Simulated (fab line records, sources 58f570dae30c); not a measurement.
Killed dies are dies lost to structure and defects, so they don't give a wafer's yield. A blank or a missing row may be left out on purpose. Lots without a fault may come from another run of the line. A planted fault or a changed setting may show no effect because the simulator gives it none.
fab line records | flow berkeley_cmos170
record lots=5 wafers=15 last_day=13
route steps=331 shown V1@268 M2@271 V2@292
lots that met no fault: from a run of the same line without faults
start_h: hours from the record's first day to the start of the lot's first wafer shown | wait_h: hours since the lot's step before | " the same as in the row above | L1.1+2: a row that stands for several wafers | - no value, or no start given | * or withheld: withheld | < > ~ a bound
route shown NAME@n: a module of which the file shows steps, and the number in the route of the first | usual: mean/standard deviation of fault-free wafers | same: alike in all rows | chamber/n: place in a boat | sites: the reading at each site | _std_site: their standard deviation | _edge_site: outer sites' mean less inner sites' | radius_mm: how far each site lies from the wafer's centre | mask NAME#n: copy n | behind: the tool/chamber that last shaped the wafer | hold: why the lot was held/for how many hours/how that ended | device: the transistor (n, p or np) that didn't switch | end of line: the same wafers' tests at the end of the route | a step without rows: its recipe alone | killed: dies lost to structure and defects at the first sort, not the wafer's yield | map: a wafer's dies, x killed, . not, _ none there
set.NAME: the setting as run; set.NAME@STEP: as run at that earlier step | model.NAME: the simulator's own value behind a step, which no gauge read
lots at some steps of the route; a table a step, a row a wafer
services: from which hour (start_h, from the record's first day; less than 0 if before it) a tool's chamber was out of use, for how many hours, and why
## steps
# step UCB170_V1_ETCH_14
# recipe chemistry=CHF3/CF4/Ar target=SiO2 stop_on=Al CHF3_flow_sccm=45 cf4_flow_sccm=15 Ar_flow_sccm=150 pressure_mtorr=200 rf_w=700 target_depth_a=12500 over_etch_frac=0.25 time_s=296.3
# usual drypump_motor_current_A=5.8/0.32 oes_product_au=0.878/0.015 throttle_valve_pct=6.95/0.088
# columns lot.wafer tool chamber start_h wait_h drypump_motor_current_A oes_product_au rf_hours_counter_h throttle_valve_pct
L086.2 rie_diel-04 3 264.64 0.0 6.0 0.857 48 6.90
L086.3 " 0 " " 5.6 0.903 22 6.85
L086.5 " 1 " " 6.5 0.882 - 6.88
L085.1 rie_diel-03 1 264.74 0.0 5.9 0.853 12 7.05
L085.4 " 2 " " 5.7 0.890 9 7.06
L085.5 " 2 " " 5.7 0.888 - 7.07
L090.1 rie_diel-02 0 272.40 0.0 6.2 0.865 2 7.00
L090.3 " 2 " " 5.5 0.903 25 6.86
L090.4 " 3 " " 5.4 0.873 20 7.03
L093.2 rie_diel-02 2 292.72 0.0 5.6 0.896 26 6.85
L093.5 " 2 " " 5.6 0.892 - 6.83
L093.6 " 3 " " 5.5 0.885 - 7.04
L094.2 rie_diel-02 2 293.20 0.0 5.5 0.896 26 6.85
L094.3 " 0 " " 6.2 0.874 3 6.99
L094.5 " 2 " " 5.6 0.897 - 6.86
# step UCB170_V1_STRIP_15
# recipe chemistry=O2 power_w=400 pressure_mtorr=3500 platen_temp_c=withheld o2_flow_sccm=400 overash_fraction=0.5
# usual drypump_motor_current_A=6.1/0.5 oes_product_au=0.722/0.0045 strip_time_to_endpoint_s=15.24/0.14
# columns lot.wafer tool chamber start_h wait_h drypump_motor_current_A oes_product_au rf_hours_counter_h strip_time_to_endpoint_s
L086.2 plasma_asher-02 0 264.82 0.1 6.4 0.721 48 15.38
L086.3 " 1 " " 5.2 0.724 - 15.18
L086.5 " 1 " " 5.2 0.730 - 15.32
L085.1 plasma_asher-01 1 264.92 0.1 6.6 0.724 55 14.99
L085.4 " 0 " " 6.5 0.724 - 15.37
L085.5 " 1 " " 6.6 0.723 - 15.29
L090.1 plasma_asher-04 0 272.58 0.1 5.9 0.728 16 15.18
L090.3 " 1 " " 5.9 0.726 - 15.41
L090.4 " 0 " " 5.9 0.720 - 15.24
L093.2 plasma_asher-01 0 292.90 0.1 6.4 0.712 59 15.43
L093.5 " 0 " " 6.5 0.717 - 15.55
L093.6 " 1 " " 6.6 0.724 - 15.17
L094.2 plasma_asher-01 1 293.38 0.1 6.6 0.722 59 15.39
L094.3 " 0 " " 6.5 0.722 - 15.23
L094.5 " 0 " " 6.4 0.728 - 15.34
# step UCB170_V1_CD_MEAS_90
# recipe target_cd_nm=700
# usual cd_nm=700.2/1.5
# columns lot.wafer tool chamber start_h wait_h cd_nm
L086.2 cd_sem-01 - 264.94 0.1 698.1
L086.3 " - " " 698.8
L086.5 " - " " 696.6
L085.1 cd_sem-02 - 265.02 0.1 700.0
L085.4 " - " " 700.5
L085.5 " - " " 700.5
L090.1 cd_sem-01 - 272.68 0.1 701.4
L090.3 " - " " 701.3
L090.4 " - " " 700.0
L093.2 cd_sem-02 - 293.02 0.1 699.5
L093.5 " - " " 699.3
L093.6 " - " " 698.3
L094.2 cd_sem-01 - 293.50 0.1 701.7
L094.3 " - " " 702.7
L094.5 " - " " 701.7
# step UCB170_M2_PRE_CLEAN_00
# recipe gas=Ar preclean_etch_time_s=60
# columns lot.wafer tool chamber start_h wait_h
L086.2+3+5 pvd_sputter-03 - 265.04 0.1
L085.1+4+5 pvd_sputter-01 - 265.14 0.1
L090.1+3+4 pvd_sputter-03 - 272.80 0.1
L093.2+5+6 pvd_sputter-03 - 293.12 0.1
L094.2+3+5 pvd_sputter-02 - 293.60 0.1
# step UCB170_M2_SPUTTER_01
# recipe material=Al target_thk_nm=900 time_s=120 power_w=6000 chamber_pressure_pa=0.5
# usual throttle_valve_pct=30.5/1.1
# columns lot.wafer tool chamber start_h wait_h throttle_valve_pct
L086.2 pvd_sputter-03 - 265.10 0.0 31.8
L086.3 " - " " 28.8
L086.5 " - " " 28.9
L085.1 pvd_sputter-01 - 265.21 0.0 30.3
L085.4 " - " " 30.6
L085.5 " - " " 30.2
L090.1 pvd_sputter-03 - 272.87 0.0 31.3
L090.3 " - " " 28.8
L090.4 " - " " 29.3
L093.2 pvd_sputter-03 - 293.18 0.0 31.2
L093.5 " - " " 31.4
L093.6 " - " " 31.8
L094.2 pvd_sputter-02 - 293.67 0.0 30.5
L094.3 " - " " 30.6
L094.5 " - " " 29.5
# step UCB170_M2_RS_MEAS_02
# recipe thk_meas_gauge=four-point-probe reads=Al_of_M2_SPUTTER_01
# usual M2_AL_RS=0.0322/0.00034
# columns lot.wafer tool chamber start_h wait_h M2_AL_RS[ohm/sq]
L086.2 film_metro-03 - 265.21 0.1 0.0322
L086.3 " - " " 0.0321
L086.5 " - " " 0.0321
L085.1 film_metro-02 - 265.29 0.0 0.0321
L085.4 " - " " 0.0317
L085.5 " - " " 0.0322
L090.1 film_metro-02 - 272.95 0.0 0.0318
L090.3 " - " " 0.0318
L090.4 " - " " 0.0321
L093.2 film_metro-03 - 293.29 0.1 0.0312
L093.5 " - " " 0.0314
L093.6 " - " " 0.0317
L094.2 film_metro-04 - 293.77 0.1 0.0325
L094.3 " - " " 0.0319
L094.5 " - " " 0.0321
# step UCB170_M2_THK_MEAS_03
# recipe thk_meas_gauge=xrf reads=Al_of_M2_SPUTTER_01
# usual M2_AL_THK=890/12
# columns lot.wafer tool chamber start_h wait_h M2_AL_THK[nm]
L086.2 film_metro-03 - 265.32 0.1 895
L086.3 " - " " 901
L086.5 " - " " 899
L085.1 film_metro-02 - 265.41 0.1 894
L085.4 " - " " 906
L085.5 " - " " 892
L090.1 film_metro-02 - 273.07 0.1 900
L090.3 " - " " 900
L090.4 " - " " 898
L093.2 film_metro-03 - 293.40 0.1 917
L093.5 " - " " 915
L093.6 " - " " 905
L094.2 film_metro-04 - 293.88 0.1 870
L094.3 " - " " 882
L094.5 " - " " 882
# step UCB170_M2_HMDS_04
# recipe prime_time_s=60 prime_temp_c=100
# columns lot.wafer tool chamber start_h wait_h
L086.2+3+5 litho_track-02 0 265.51 0.2
L085.1+4+5 litho_track-03 0 265.76 0.3
L090.1+3+4 litho_track-02 0 273.41 0.3
L093.2+5+6 litho_track-04 0 293.47 0.1
L094.2+3+5 litho_track-03 0 293.96 0.1
# step UCB170_M2_COAT_05
# recipe resist=KrF spin_rpm=1500 resist_thk_nm=900
# columns lot.wafer tool chamber start_h wait_h
L086.2+3+5 litho_track-02 0 265.66 0.1
L085.1+4+5 litho_track-03 0 265.91 0.1
L090.1+3+4 litho_track-02 0 273.56 0.1
L093.2+5+6 litho_track-04 0 293.62 0.1
L094.2+3+5 litho_track-03 0 294.11 0.1
# step UCB170_M2_SOFTBAKE_06
# recipe resist=KrF temp_c=130 time_s=60
# usual plate_temp_C=129.99/0.15
# columns lot.wafer tool chamber start_h wait_h plate_temp_C
L086.2 litho_track-02 0 265.81 0.1 129.88
L086.3 " 0 " " 129.98
L086.5 " 0 " " 129.67
L085.1 litho_track-03 0 266.06 0.1 130.02
L085.4 " 0 " " 129.87
L085.5 " 0 " " 129.86
L090.1 litho_track-02 0 273.71 0.1 130.02
L090.3 " 0 " " 130.01
L090.4 " 0 " " 129.99
L093.2 litho_track-04 0 293.77 0.1 130.19
L093.5 " 0 " " 130.25
L093.6 " 0 " " 130.17
L094.2 litho_track-03 0 294.26 0.1 130.25
L094.3 " 0 " " 130.12
L094.5 " 0 " " 130.21
# step UCB170_M2_STRIP_07
# recipe chemistry=O2 power_w=400 pressure_mtorr=3500 platen_temp_c=withheld o2_flow_sccm=400 overash_fraction=0.5
# usual drypump_motor_current_A=5.7/0.46 oes_product_au=0.736/0.0048 strip_time_to_endpoint_s=21.94/0.056
# columns lot.wafer tool chamber start_h wait_h drypump_motor_current_A oes_product_au rf_hours_counter_h strip_time_to_endpoint_s
L086.2 plasma_asher-04 0 265.93 0.1 5.9 0.733 15 21.86
L086.3 " 1 " " 5.9 0.740 - 21.82
L086.5 " 1 " " 5.9 0.740 - 21.80
L085.1 plasma_asher-03 0 266.21 0.1 5.1 0.737 53 21.97
L085.4 " 0 " " 5.1 0.733 - 21.99
L085.5 " 0 " " 5.1 0.738 - 22.02
L090.1 plasma_asher-04 1 273.86 0.1 5.8 0.732 16 21.84
L090.3 " 0 " " 5.9 0.735 - 21.89
L090.4 " 1 " " 5.9 0.735 - 21.90
L093.2 plasma_asher-03 0 293.90 0.1 5.1 0.736 56 21.96
L093.5 " 0 " " 5.1 0.735 - 21.93
L093.6 " 1 " " 5.5 0.736 - 21.98
L094.2 plasma_asher-02 1 294.38 0.1 5.3 0.742 52 21.97
L094.3 " 0 " " 6.4 0.732 - 22.04
L094.5 " 0 " " 6.4 0.743 - 21.99
# step UCB170_M2_STRIP_08
# recipe chemistry=DMSO temp_c=80 time_s=600 material=KrF
# usual bath_guard_temp_C=80.2/0.35 bath_heat_duty_pct=17.4/1.3
# columns lot.wafer tool chamber start_h wait_h bath_guard_temp_C bath_heat_duty_pct
L086.2 wet_bench-02 3 266.14 0.2 80.7 15.7
L086.3 " 3 " " 80.2 16.2
L086.5 " 3 " " 80.5 17.4
L085.1 wet_bench-01 3 266.31 0.1 80.7 19.3
L085.4 " 3 " " 80.3 17.9
L085.5 " 3 " " 80.4 18.1
L090.1 wet_bench-01 0 273.96 0.1 80.3 15.9
L090.3 " 0 " " 80.2 16.6
L090.4 " 0 " " 79.8 16.2
L093.2 wet_bench-01 3 294.00 0.1 80.7 18.2
L093.5 " 3 " " 80.2 17.3
L093.6 " 3 " " 80.8 18.9
L094.2 wet_bench-01 0 294.48 0.1 80.1 17.0
L094.3 " 0 " " 80.3 16.2
L094.5 " 0 " " 79.6 15.7
# step UCB170_M2_COAT_09
# recipe resist=BARC temp_c=withheld time_s=withheld spin_rpm=3000 resist_thk_nm=withheld
# columns lot.wafer tool chamber start_h wait_h
L085.1+4+5 litho_track-02 0 266.83 0.4
L086.2+3+5 litho_track-03 0 267.13 0.6
L090.1+3+4 litho_track-03 0 274.13 0.0
L093.2+5+6 litho_track-04 0 294.21 0.0
L094.2+3+5 litho_track-03 0 294.70 0.0
# step UCB170_M2_COAT_10
# recipe resist=KrF spin_rpm=1500 resist_thk_nm=900
# columns lot.wafer tool chamber start_h wait_h
L085.1+4+5 litho_track-02 0 - -
L086.2+3+5 litho_track-03 0 - -
L090.1+3+4 litho_track-03 0 - -
L093.2+5+6 litho_track-04 0 - -
L094.2+3+5 litho_track-03 0 - -
# step UCB170_M2_SOFTBAKE_11
# recipe resist=KrF temp_c=130 time_s=60
# usual plate_temp_C=130.01/0.14
# columns lot.wafer tool chamber start_h wait_h plate_temp_C
L085.1 litho_track-02 0 - - 130.16
L085.4 " 0 " " 130.17
L085.5 " 0 " " 130.16
L086.2 litho_track-03 0 - - 130.13
L086.3 " 0 " " 130.04
L086.5 " 0 " " 130.11
L090.1 litho_track-03 0 - - 129.88
L090.3 " 0 " " 129.83
L090.4 " 0 " " 130.11
L093.2 litho_track-04 0 - - 130.04
L093.5 " 0 " " 130.18
L093.6 " 0 " " 130.09
L094.2 litho_track-03 0 - - 129.99
L094.3 " 0 " " 130.04
L094.5 " 0 " " 130.01
# step UCB170_M2_EXPOSE_12
# recipe mask_id=METAL2 target_cd_nm=700 na=0.5 sigma_outer=0.6 source_shape=conventional dose_mj=26
# columns lot.wafer tool chamber start_h wait_h mask
L085.1+4+5 krf_scanner-02 0 267.41 - METAL2#0
L086.2+3+5 krf_scanner-02 0 267.58 - METAL2#0
L090.1+3+4 krf_scanner-01 0 274.71 - METAL2#0
L093.2+5+6 krf_scanner-02 0 294.78 - METAL2#0
L094.2+3+5 krf_scanner-02 0 295.27 - METAL2#0
# step UCB170_M2_PEB_13
# recipe peb_temp_c=130 peb_time_s=withheld resist=KrF
# usual plate_temp_C=129.98/0.14
# columns lot.wafer tool chamber start_h wait_h plate_temp_C
L085.1 litho_track-04 0 268.05 0.6 130.11
L085.4 " 0 " " 129.86
L085.5 " 0 " " 129.82
L086.2 litho_track-03 0 268.31 0.7 130.00
L086.3 " 0 " " 129.98
L086.5 " 0 " " 129.85
L090.1 litho_track-02 0 274.82 0.1 129.89
L090.3 " 0 " " 129.86
L090.4 " 0 " " 129.81
L093.2 litho_track-04 0 294.91 0.1 129.84
L093.5 " 0 " " 130.00
L093.6 " 0 " " 130.03
L094.2 litho_track-03 0 295.39 0.1 129.96
L094.3 " 0 " " 129.92
L094.5 " 0 " " 129.96
# step UCB170_M2_DEVELOP_14
# recipe developer=TMAH develop_time_s=45 resist=KrF dev_temp_c=21
# columns lot.wafer tool chamber start_h wait_h
L085.1+4+5 litho_track-04 0 - -
L086.2+3+5 litho_track-03 0 - -
L090.1+3+4 litho_track-02 0 - -
L093.2+5+6 litho_track-04 0 - -
L094.2+3+5 litho_track-03 0 - -
# step UCB170_M2_CD_MEAS_15
# recipe target_cd_nm=700
# usual cd_nm=699.9/1.7
# columns lot.wafer tool chamber start_h wait_h cd_nm
L085.1 cd_sem-02 - 268.40 - 702.3
L085.4 " - " " 701.3
L085.5 " - " " 701.2
L086.2 cd_sem-02 - 268.58 - 696.9
L086.3 " - " " 699.3
L086.5 " - " " 698.9
L090.1 cd_sem-02 - 275.10 - 697.6
L090.3 " - " " 698.0
L090.4 " - " " 698.5
L093.2 cd_sem-02 - 295.18 - 697.9
L093.5 " - " " 698.5
L093.6 " - " " 698.5
L094.2 cd_sem-02 - 295.66 - 703.1
L094.3 " - " " 702.3
L094.5 " - " " 703.0
# step UCB170_M2_OVL_MEAS_16
# usual M2_OVL=-4/5.5
# columns lot.wafer tool chamber start_h wait_h M2_OVL[nm]
L085.1 overlay-02 - 268.52 0.1 -1
L085.4 " - " " 8
L085.5 " - " " -1
L086.2 overlay-02 - 268.68 0.1 -8
L086.3 " - " " -2
L086.5 " - " " 2
L090.1 overlay-01 - 275.22 0.1 -2
L090.3 " - " " -7
L090.4 " - " " -2
L093.2 overlay-02 - 295.28 0.1 3
L093.5 " - " " 0
L093.6 " - " " 10
L094.2 overlay-02 - 295.76 0.1 2
L094.3 " - " " -7
L094.5 " - " " -11
# step UCB170_M2_ETCH_17
# recipe chemistry=N2/H2 target_depth_a=withheld overetch_a=withheld target=BARC time_s=withheld source_w=500 bias_w=100 pressure_mtorr=30 n2_flow_sccm=100 h2_flow_sccm=200
# usual drypump_motor_current_A=5.9/0.32 oes_product_au=0.999/0.02 throttle_valve_pct=13.33/0.15
# columns lot.wafer tool chamber start_h wait_h drypump_motor_current_A oes_product_au throttle_valve_pct
L085.1 rie_diel-04 3 268.56 0.0 6.0 0.956 13.17
L085.4 " 1 " " 6.4 0.996 13.35
L085.5 " 2 " " 5.7 0.973 13.15
L086.2 rie_diel-01 2 268.71 0.0 5.8 0.987 13.33
L086.3 " 3 " " 6.4 0.998 13.55
L086.5 " 1 " " 5.7 0.981 13.36
L090.1 rie_diel-01 0 275.25 0.0 6.3 1.006 13.34
L090.3 " 1 " " 5.7 0.989 13.35
L090.4 " 3 " " 6.3 0.999 13.57
L093.2 rie_diel-01 3 295.31 0.0 6.3 1.003 13.55
L093.5 " 1 " " 5.6 0.982 13.33
L093.6 " 0 " " 6.3 1.011 13.33
L094.2 rie_diel-04 3 295.79 0.0 6.0 0.974 13.17
L094.3 " 0 " " 5.6 1.064 13.08
L094.5 " 0 " " 5.5 1.055 13.07
# step UCB170_M2_METAL_ETCH_18
# recipe chemistry=Cl2/BCl3 target=Al stop_on=SiO2 pressure_mtorr=12 target_depth_a=11700 over_etch_frac=0.3 time_s=195 icp_w=600 bias_w=120 Cl2_flow_sccm=90 bcl3_flow_sccm=45
# usual drypump_motor_current_A=5.5/0.6 oes_product_au=0.856/0.015 throttle_valve_pct=24.43/0.28
# columns lot.wafer tool chamber start_h wait_h drypump_motor_current_A oes_product_au rf_hours_counter_h throttle_valve_pct
L085.1 rie_metal-03 1 268.60 - 4.9 0.832 8 24.26
L085.4 " 0 " " 5.8 0.883 - 24.76
L085.5 " 0 " " 5.8 0.876 - 24.77
L086.2 rie_metal-01 1 268.76 - 6.7 0.847 6 24.41
L086.3 " 0 " " 5.5 0.867 - 24.82
L086.5 " 1 " " 6.6 0.853 - 24.39
L090.1 rie_metal-02 0 275.30 - 4.8 0.848 10 24.29
L090.3 " 0 " " 4.8 0.843 - 24.31
L090.4 " 1 " " 5.3 0.857 - 24.06
L093.2 rie_metal-02 1 295.42 - 5.3 0.869 - 24.04
L093.5 " 1 " " 5.3 0.878 - 24.06
L093.6 " 1 " " 5.3 0.857 - 24.06
L094.2 rie_metal-01 1 295.84 - 6.7 0.843 7 24.39
L094.3 " 1 " " 6.6 0.852 - 24.37
L094.5 " 0 " " 5.5 0.866 - 24.82
# step UCB170_M2_STRIP_19
# recipe chemistry=O2 power_w=400 pressure_mtorr=3500 platen_temp_c=withheld o2_flow_sccm=400 overash_fraction=0.5
# usual drypump_motor_current_A=5.6/0.37 oes_product_au=0.542/0.022
# columns lot.wafer tool chamber start_h wait_h drypump_motor_current_A oes_product_au rf_hours_counter_h
L085.1 plasma_asher-03 0 268.79 0.1 5.1 0.506 53
L085.4 " 0 " " 5.1 0.575 -
L085.5 " 1 " " 5.6 0.570 -
L086.2 plasma_asher-04 0 268.94 0.1 5.9 0.552 15
L086.3 " 0 " " 5.8 0.538 -
L086.5 " 0 " " 5.9 0.554 -
L090.1 plasma_asher-02 1 275.48 0.1 5.2 0.547 50
L090.3 " 1 " " 5.2 0.552 -
L090.4 " 0 " " 6.4 0.546 -
L093.2 plasma_asher-03 0 295.73 0.2 5.1 0.553 57
L093.5 " 1 " " 5.6 0.537 -
L093.6 " 0 " " 5.1 0.543 -
L094.2 plasma_asher-03 1 296.02 0.1 5.6 0.552 57
L094.3 " 0 " " 5.1 0.549 -
L094.5 " 0 " " 5.1 0.532 -
# step UCB170_M2_CD_MEAS_90
# recipe target_cd_nm=700
# usual cd_nm=702/3.7
# columns lot.wafer tool chamber start_h wait_h cd_nm
L085.1 cd_sem-02 - 268.92 0.1 699
L085.4 " - " " 707
L085.5 " - " " 705
L086.2 cd_sem-02 - 269.06 0.1 701
L086.3 " - " " 701
L086.5 " - " " 704
L090.1 cd_sem-01 - 275.58 0.1 695
L090.3 " - " " 697
L090.4 " - " " 700
L093.2 cd_sem-02 - 295.85 0.1 701
L093.5 " - " " 699
L093.6 " - " " 702
L094.2 cd_sem-02 - 296.21 0.2 708
L094.3 " - " " 706
L094.5 " - " " 704
# step UCB170_V2_CVD_00
# recipe material=SiO2 target_thk_nm=2000 temp_c=390 precursor=TEOS/O2 time_s=250 rf_w=550 pressure_mtorr=9000
# usual heater_power_w=250/54
# columns lot.wafer tool chamber start_h wait_h heater_power_w
L085.1 pecvd-03 2 269.04 0.1 337
L085.4 " 1 " " 157
L085.5 " 2 " " 250
L086.2 pecvd-01 2 269.16 0.1 207
L086.3 " 0 " " 333
L086.5 " 2 " " 258
L090.1 pecvd-01 2 275.70 0.1 202
L090.3 " 0 " " 307
L090.4 " 0 " " 261
L093.2 pecvd-03 1 295.95 0.1 178
L093.5 " 0 " " 332
L093.6 " 1 " " 228
L094.2 pecvd-01 2 296.31 0.1 235
L094.3 " 1 " " 225
L094.5 " 1 " " 275
# step UCB170_V2_THK_MEAS_01
# recipe reads=SiO2_of_V2_CVD_00
# usual V2_TEOS_THK=2002/25
# columns lot.wafer tool chamber start_h wait_h V2_TEOS_THK[nm]
L085.1 film_metro-02 - 269.19 0.1 1990
L085.4 " - " " 2022
L085.5 " - " " 2017
L086.2 film_metro-02 - 269.33 0.1 1968
L086.3 " - " " 1971
L086.5 " - " " 2025
L090.1 film_metro-02 - 275.86 0.1 1956
L090.3 " - " " 1968
L090.4 " - " " 2009
L093.2 film_metro-04 - 296.11 0.1 1985
L093.5 " - " " 1998
L093.6 " - " " 2019
L094.2 film_metro-04 - 296.47 0.1 2017
L094.3 " - " " 1972
L094.5 " - " " 2013
# step UCB170_V2_CMP_02
# recipe material=SiO2 down_force_psi=6 platen_rpm=60 pad_velocity_m_s=0.75398
# usual edge_zone_pressure_frac=1.000/0.0045 head_pressure_psi=6.000/0.013 motor_current_A=15.7/0.95 slurry_flow_ml_min=150.1/0.51
# columns lot.wafer tool chamber start_h wait_h edge_zone_pressure_frac head_pressure_psi motor_current_A slurry_flow_ml_min
L085.4 cmp-02 1 269.25 0.0 1.005 6.003 14.0 149.2
L085.1 " 0 " " 1.003 6.003 17.1 150.1
L085.5 " 1 " " 1.004 5.989 13.9 149.5
L086.2 cmp-01 1 269.48 0.1 1.002 5.980 17.1 149.8
L086.3 " 2 " " 1.000 6.011 16.2 150.2
L086.5 " 0 " " 1.003 6.010 15.1 150.0
L090.4 cmp-02 0 275.97 0.1 0.996 6.007 17.1 150.2
L090.1 " 1 " " 0.996 6.010 14.3 149.9
L090.3 " 2 " " 1.001 6.005 16.6 151.0
L093.2 cmp-02 1 296.31 0.2 1.002 5.995 14.1 149.6
L093.6 " 2 " " 0.999 6.006 16.1 149.7
L093.5 " 3 " " 0.996 5.995 15.0 150.3
L094.3 cmp-02 2 296.76 0.3 0.997 6.030 16.0 149.9
L094.2 " 0 " " 0.997 5.999 15.7 148.8
L094.5 " 2 " " 0.998 6.008 16.3 150.6
# step UCB170_V2_BOW_MEAS_03
# recipe mode=bow
# usual V2_BOW=38/6.5
# columns lot.wafer tool chamber start_h wait_h V2_BOW[um]
L085.1 film_metro-01 - 269.55 0.1 33
L085.4 " - " " 44
L085.5 " - " " 44
L086.2 film_metro-02 - 269.75 0.2 40
L086.3 " - " " 32
L086.5 " - " " 42
L090.1 film_metro-02 - 276.22 0.1 43
L090.3 " - " " 35
L090.4 " - " " 44
L093.2 film_metro-01 - 296.48 0.1 46
L093.5 " - " " 47
L093.6 " - " " 46
L094.2 film_metro-04 - 297.08 0.2 32
L094.3 " - " " 37
L094.5 " - " " 39
# step UCB170_V2_THK_MEAS_04
# recipe reads=SiO2_of_V2_CVD_00
# usual V2_POLISHED_THK=1000.0/1
# columns lot.wafer tool chamber start_h wait_h V2_POLISHED_THK[nm]
L085.1 film_metro-01 - 269.67 0.1 999.9
L085.4 " - " " 999.0
L085.5 " - " " 1000.7
L086.2 film_metro-02 - 269.86 0.1 1000.0
L086.3 " - " " 998.8
L086.5 " - " " 1000.3
L090.1 film_metro-02 - 276.34 0.1 999.6
L090.3 " - " " 997.6
L090.4 " - " " 997.1
L093.2 film_metro-01 - 296.59 0.1 999.6
L093.5 " - " " 999.6
L093.6 " - " " 999.5
L094.2 film_metro-04 - 297.19 0.1 998.1
L094.3 " - " " 1000.3
L094.5 " - " " 1000.5
# step UCB170_V2_CLEAN_05
# recipe chemistry=DIW
# columns lot.wafer tool chamber start_h wait_h
L085.1+4+5 wet_bench-01 2 269.73 0.1
L086.2+3+5 wet_bench-04 2 269.91 0.0
L090.1+3+4 wet_bench-02 2 276.40 0.1
L093.2+5+6 wet_bench-01 0 299.32 2.7
L094.2+3+5 wet_bench-01 0 299.32 2.1
# step UCB170_V2_HMDS_06
# recipe prime_time_s=60 prime_temp_c=100
# columns lot.wafer tool chamber start_h wait_h
L085.1+4+5 litho_track-03 0 270.14 0.2
L086.2+3+5 litho_track-04 0 270.44 0.4
L090.1+3+4 litho_track-04 0 276.86 0.3
L093.2+5+6 litho_track-03 0 299.54 0.0
L094.2+3+5 litho_track-04 0 299.70 0.2
# step UCB170_V2_COAT_07
# recipe resist=KrF spin_rpm=1500 resist_thk_nm=900
# columns lot.wafer tool chamber start_h wait_h
L085.1+4+5 litho_track-03 0 270.29 0.1
L086.2+3+5 litho_track-04 0 270.59 0.1
L090.1+3+4 litho_track-04 0 277.01 0.1
L093.2+5+6 litho_track-03 0 299.69 0.1
L094.2+3+5 litho_track-04 0 299.85 0.1
# step UCB170_V2_SOFTBAKE_08
# recipe resist=KrF temp_c=130 time_s=60
# usual plate_temp_C=130.04/0.14
# columns lot.wafer tool chamber start_h wait_h plate_temp_C
L085.1 litho_track-03 0 270.44 0.1 130.26
L085.4 " 0 " " 130.16
L085.5 " 0 " " 130.17
L086.2 litho_track-04 0 270.74 0.1 130.17
L086.3 " 0 " " 130.09
L086.5 " 0 " " 130.12
L090.1 litho_track-04 0 277.16 0.1 130.09
L090.3 " 0 " " 130.14
L090.4 " 0 " " 129.98
L093.2 litho_track-03 0 299.84 0.1 130.05
L093.5 " 0 " " 129.92
L093.6 " 0 " " 129.86
L094.2 litho_track-04 0 300.00 0.1 130.12
L094.3 " 0 " " 130.18
L094.5 " 0 " " 130.18
# step UCB170_V2_EXPOSE_09
# recipe mask_id=VIA2 target_cd_nm=700 na=0.5 sigma_outer=0.6 source_shape=conventional dose_mj=37.25
# columns lot.wafer tool chamber start_h wait_h mask
L085.1+4+5 krf_scanner-02 0 270.78 0.3 VIA2#0
L086.2+3+5 krf_scanner-01 0 271.04 0.3 VIA2#0
L090.1+3+4 krf_scanner-01 0 277.31 0.1 VIA2#0
L093.2+5+6 krf_scanner-01 0 299.99 0.1 VIA2#0
L094.2+3+5 krf_scanner-01 0 300.14 0.1 VIA2#0
# step UCB170_V2_PEB_10
# recipe peb_temp_c=130 peb_time_s=withheld resist=KrF
# usual plate_temp_C=130.01/0.13
# columns lot.wafer tool chamber start_h wait_h plate_temp_C
L085.1 litho_track-01 0 270.90 0.1 130.04
L085.4 " 0 " " 129.88
L085.5 " 0 " " 129.98
L086.2 litho_track-04 0 271.16 0.1 130.14
L086.3 " 0 " " 130.26
L086.5 " 0 " " 129.97
L090.1 litho_track-01 0 277.76 0.4 129.87
L090.3 " 0 " " 129.87
L090.4 " 0 " " 129.89
L093.2 litho_track-01 0 300.15 0.1 130.06
L093.5 " 0 " " 129.85
L093.6 " 0 " " 130.17
L094.2 litho_track-01 0 300.42 0.3 130.07
L094.3 " 0 " " 130.13
L094.5 " 0 " " 129.96
# step UCB170_V2_DEVELOP_11
# recipe developer=TMAH develop_time_s=45 resist=KrF dev_temp_c=21
# columns lot.wafer tool chamber start_h wait_h
L085.1+4+5 litho_track-01 0 - -
L086.2+3+5 litho_track-04 0 - -
L090.1+3+4 litho_track-01 0 - -
L093.2+5+6 litho_track-01 0 - -
L094.2+3+5 litho_track-01 0 - -
# step UCB170_V2_CD_MEAS_12
# recipe target_cd_nm=700
# usual cd_nm=700.1/1.5
# columns lot.wafer tool chamber start_h wait_h cd_nm
L085.1 cd_sem-02 - 271.17 - 700.9
L085.4 " - " " 701.2
L085.5 " - " " 700.7
L086.2 cd_sem-01 - 271.43 - 698.9
L086.3 " - " " 700.4
L086.5 " - " " 699.4
L090.1 cd_sem-02 - 278.03 - 699.6
L090.3 " - " " 701.4
L090.4 " - " " 701.0
L093.2 cd_sem-02 - 300.42 - 700.0
L093.5 " - " " 698.6
L093.6 " - " " 700.5
L094.2 cd_sem-01 - 300.69 - 702.6
L094.3 " - " " 700.9
L094.5 " - " " 701.6
# step UCB170_V2_OVL_MEAS_13
# usual V2_OVL=-3/5.3
# columns lot.wafer tool chamber start_h wait_h V2_OVL[nm]
L085.1 overlay-02 - 271.29 0.1 -12
L085.4 " - " " -7
L085.5 " - " " -5
L086.2 overlay-01 - 271.54 0.1 8
L086.3 " - " " 8
L086.5 " - " " 9
L090.1 overlay-01 - 278.15 0.1 1
L090.3 " - " " 0
L090.4 " - " " 7
L093.2 overlay-02 - 300.52 0.1 1
L093.5 " - " " -5
L093.6 " - " " 1
L094.2 overlay-02 - 300.80 0.1 -11
L094.3 " - " " -6
L094.5 " - " " -4
## services
# columns tool chamber start_h hours kind
cmp-01 - 245.50 0.4 repair
wet_bench-01 - 252.19 1.9 repair
cmp-01 - 253.60 1.0 repair
rie_diel-04 2 253.66 5.6 repair
rie_diel-01 - 256.15 0.2 repair
rie_metal-01 0 256.22 9.3 repair
krf_scanner-02 - 261.75 - calibration
rie_diel-04 0 265.09 16.5 repair
cmp-02 - 265.40 1.3 repair
krf_scanner-02 0 283.92 - calibration
rie_metal-02 0 289.61 8.4 repair
cmp-01 - 289.63 21.7 repair
cmp-01 - 292.70 1.2 repair
krf_scanner-02 - 295.78 0.2 repair
krf_scanner-02 - 297.11 1.0 pm
## key
fault none
